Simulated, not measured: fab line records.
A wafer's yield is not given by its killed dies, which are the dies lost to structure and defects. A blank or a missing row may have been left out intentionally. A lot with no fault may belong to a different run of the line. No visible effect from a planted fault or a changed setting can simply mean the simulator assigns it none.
Which of the tools did it? || flow ritCmos || 42 wafers from 14 lots sampled at 3 of the route's 202 steps

== WHAT EACH GAUGE READ, for each wafer ==
RIT_WELLDRIVE_RS_MEAS_01: measurement is done with a four-point probe.
{"lot": "L854", "measured": "day 2 10:40", "on": "filmMetro-02", "NWELL_RS (ohm/sq)": "275.6 275.8 275.9"}
{"lot": "L855", "measured": "day 2 15:44", "on": "filmMetro-02", "NWELL_RS (ohm/sq)": "275.0 274.6 274.8"}
{"lot": "L856", "measured": "day 3 01:18", "on": "filmMetro-02", "NWELL_RS (ohm/sq)": "275.8 275.5 275.4"}
{"lot": "L859", "measured": "day 3 15:49", "on": "filmMetro-01", "NWELL_RS (ohm/sq)": "274.4 274.7 275.0"}
{"lot": "L862", "measured": "day 4 06:29", "on": "filmMetro-01", "NWELL_RS (ohm/sq)": "275.6 275.3 275.8"}
{"lot": "L863", "measured": "day 4 10:11", "on": "filmMetro-02", "NWELL_RS (ohm/sq)": "261.3 261.7 261.0"}
{"lot": "L867", "measured": "day 5 07:40", "on": "filmMetro-01", "NWELL_RS (ohm/sq)": "261.9 261.9 261.5"}
{"lot": "L868", "measured": "day 5 10:29", "on": "filmMetro-02", "NWELL_RS (ohm/sq)": "275.1 274.8 275.7"}
{"lot": "L869", "measured": "day 5 13:47", "on": "filmMetro-03", "NWELL_RS (ohm/sq)": "275.9 275.1 275.5"}
{"lot": "L871", "measured": "day 6 05:57", "on": "filmMetro-01", "NWELL_RS (ohm/sq)": "275.5 274.9 275.4"}
{"lot": "L872", "measured": "day 6 13:38", "on": "filmMetro-02", "NWELL_RS (ohm/sq)": "275.8 276.2 275.0"}
{"lot": "L874", "measured": "day 7 00:51", "on": "filmMetro-01", "NWELL_RS (ohm/sq)": "274.6 275.3 275.3"}
{"lot": "L875", "measured": "day 7 07:14", "on": "filmMetro-02", "NWELL_RS (ohm/sq)": "276.0 276.2 275.8"}
{"lot": "L876", "measured": "day 7 12:19", "on": "filmMetro-02", "NWELL_RS (ohm/sq)": "275.5 276.4 276.7"}

RIT_WELLDRIVE_RS_MEAS_02: measurement is done with a four-point probe.
{"lot": "L854", "measured": "day 2 10:47", "on": "filmMetro-02", "PWELL_RS (ohm/sq)": "427.6 429.5 428.5"}
{"lot": "L855", "measured": "day 2 15:52", "on": "filmMetro-02", "PWELL_RS (ohm/sq)": "431.2 431.2 430.8"}
{"lot": "L856", "measured": "day 3 01:25", "on": "filmMetro-02", "PWELL_RS (ohm/sq)": "429.8 429.5 430.3"}
{"lot": "L859", "measured": "day 3 15:56", "on": "filmMetro-01", "PWELL_RS (ohm/sq)": "430.1 430.1 429.7"}
{"lot": "L862", "measured": "day 4 06:36", "on": "filmMetro-01", "PWELL_RS (ohm/sq)": "428.6 428.5 429.9"}
{"lot": "L863", "measured": "day 4 10:18", "on": "filmMetro-02", "PWELL_RS (ohm/sq)": "413.6 414.9 414.3"}
{"lot": "L867", "measured": "day 5 07:47", "on": "filmMetro-01", "PWELL_RS (ohm/sq)": "415.0 414.8 414.8"}
{"lot": "L868", "measured": "day 5 10:36", "on": "filmMetro-02", "PWELL_RS (ohm/sq)": "431.0 428.3 429.0"}
{"lot": "L869", "measured": "day 5 13:54", "on": "filmMetro-03", "PWELL_RS (ohm/sq)": "432.1 430.4 430.3"}
{"lot": "L871", "measured": "day 6 06:04", "on": "filmMetro-01", "PWELL_RS (ohm/sq)": "430.3 429.9 430.1"}
{"lot": "L872", "measured": "day 6 13:45", "on": "filmMetro-02", "PWELL_RS (ohm/sq)": "429.1 428.8 428.5"}
{"lot": "L874", "measured": "day 7 00:58", "on": "filmMetro-01", "PWELL_RS (ohm/sq)": "429.8 429.6 431.1"}
{"lot": "L875", "measured": "day 7 07:21", "on": "filmMetro-02", "PWELL_RS (ohm/sq)": "429.3 430.4 430.5"}
{"lot": "L876", "measured": "day 7 12:26", "on": "filmMetro-02", "PWELL_RS (ohm/sq)": "429.1 429.0 429.6"}

== TOOL THAT RAN EACH LOT (tool first, then ch and the chambers of the sampled wafers, then the start) ==
{"lot": "L854", "RIT_WELLDRIVE_ANNEAL_00": "furnace-01 ch 0, day 2 05:33"}
{"lot": "L855", "RIT_WELLDRIVE_ANNEAL_00": "furnace-01 ch 0, day 2 10:38"}
{"lot": "L856", "RIT_WELLDRIVE_ANNEAL_00": "furnace-03 ch 0, day 2 20:11"}
{"lot": "L859", "RIT_WELLDRIVE_ANNEAL_00": "furnace-03 ch 0, day 3 10:41"}
{"lot": "L862", "RIT_WELLDRIVE_ANNEAL_00": "furnace-04 ch 0, day 4 01:23"}
{"lot": "L863", "RIT_WELLDRIVE_ANNEAL_00": "furnace-03 ch 0, day 4 05:03"}
{"lot": "L867", "RIT_WELLDRIVE_ANNEAL_00": "furnace-03 ch 0, day 5 02:33"}
{"lot": "L868", "RIT_WELLDRIVE_ANNEAL_00": "furnace-01 ch 0, day 5 05:23"}
{"lot": "L869", "RIT_WELLDRIVE_ANNEAL_00": "furnace-04 ch 0, day 5 08:41"}
{"lot": "L871", "RIT_WELLDRIVE_ANNEAL_00": "furnace-04 ch 0, day 6 00:51"}
{"lot": "L872", "RIT_WELLDRIVE_ANNEAL_00": "furnace-04 ch 0, day 6 08:29"}
{"lot": "L874", "RIT_WELLDRIVE_ANNEAL_00": "furnace-04 ch 0, day 6 19:44"}
{"lot": "L875", "RIT_WELLDRIVE_ANNEAL_00": "furnace-04 ch 0, day 7 02:07"}
{"lot": "L876", "RIT_WELLDRIVE_ANNEAL_00": "furnace-04 ch 0, day 7 07:13"}
- RIT_WELLDRIVE_ANNEAL_00: time 14700 s.

== WHAT THE TOOLS THEMSELVES READ (means of the sampled wafers that have a number; where no wafer has one, the mark that the record gives instead) ==
RIT_WELLDRIVE_ANNEAL_00.
{"lot": "L854", "tool": "furnace-01", "runLengthS (s)": 18263}
{"lot": "L855", "tool": "furnace-01", "runLengthS (s)": 18252}
{"lot": "L856", "tool": "furnace-03", "runLengthS (s)": 18272}
{"lot": "L859", "tool": "furnace-03", "runLengthS (s)": 18275}
{"lot": "L862", "tool": "furnace-04", "runLengthS (s)": 18260}
{"lot": "L863", "tool": "furnace-03", "runLengthS (s)": 23414}
{"lot": "L867", "tool": "furnace-03", "runLengthS (s)": 23418}
{"lot": "L868", "tool": "furnace-01", "runLengthS (s)": 18257}
{"lot": "L869", "tool": "furnace-04", "runLengthS (s)": 18266}
{"lot": "L871", "tool": "furnace-04", "runLengthS (s)": 18265}
{"lot": "L872", "tool": "furnace-04", "runLengthS (s)": 18262}
{"lot": "L874", "tool": "furnace-04", "runLengthS (s)": 18263}
{"lot": "L875", "tool": "furnace-04", "runLengthS (s)": 18262}
{"lot": "L876", "tool": "furnace-04", "runLengthS (s)": 18264}

== THE ANSWER, worked out from the rows above alone ==
Rule: the lots themselves supply what counts as usual. Put in order of their means at a reading, lots are off if they are a third of the lots or fewer, leave a main group of 4 or more, and stand apart from it by a gap of 3 or more times the standard deviation of the main group's means; of several such gaps the widest counts. If all means in a main group match to the digits the tables above print for the reading, that group is not used. A lot without any number at a reading at which 4 lots or more have one is off too. Any other lot the step has rows for is counted as sound. After the gauges, taken in route order, come the tools' own readings; for these a lot's mean is taken, as printed above. At the first step where some lot is off, the reading lying furthest off is the one used; lots without a number count as furthest.
Off: L863, L867, at RIT_WELLDRIVE_RS_MEAS_01 (NWELL_RS). The main group: mean 275.4 ohm/sq, standard deviation 0.43.
A tool fits if, at a process step before that reading, it ran every lot that is off, and no sound lot after the first of them. Not tried: the gauges at RIT_WELLDRIVE_RS_MEAS_01; whatever is off there is also off at RIT_WELLDRIVE_ANNEAL_00, on other tools, and gauge error can't account for it. One fits: RIT_WELLDRIVE_ANNEAL_00 on furnace-03. A fault onset in the window from L859 (day 3 10:41, its last sound lot) to L863 (day 4 05:03, its first lot off) fits.
On the lots that are off, the tool's own readings at RIT_WELLDRIVE_ANNEAL_00 differ by more than 5 times the standard deviation of the sound lots' means, which bears it out; runLengthS reads 23416 s there versus 18263 s on the sound lots.

== WHAT THE SIMULATOR PUT IN ==
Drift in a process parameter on furnace-03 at RIT_WELLDRIVE_ANNEAL_00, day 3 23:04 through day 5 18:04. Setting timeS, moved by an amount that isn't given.
Lots struck among those shown: L863, L867. Same finding as the rule above.
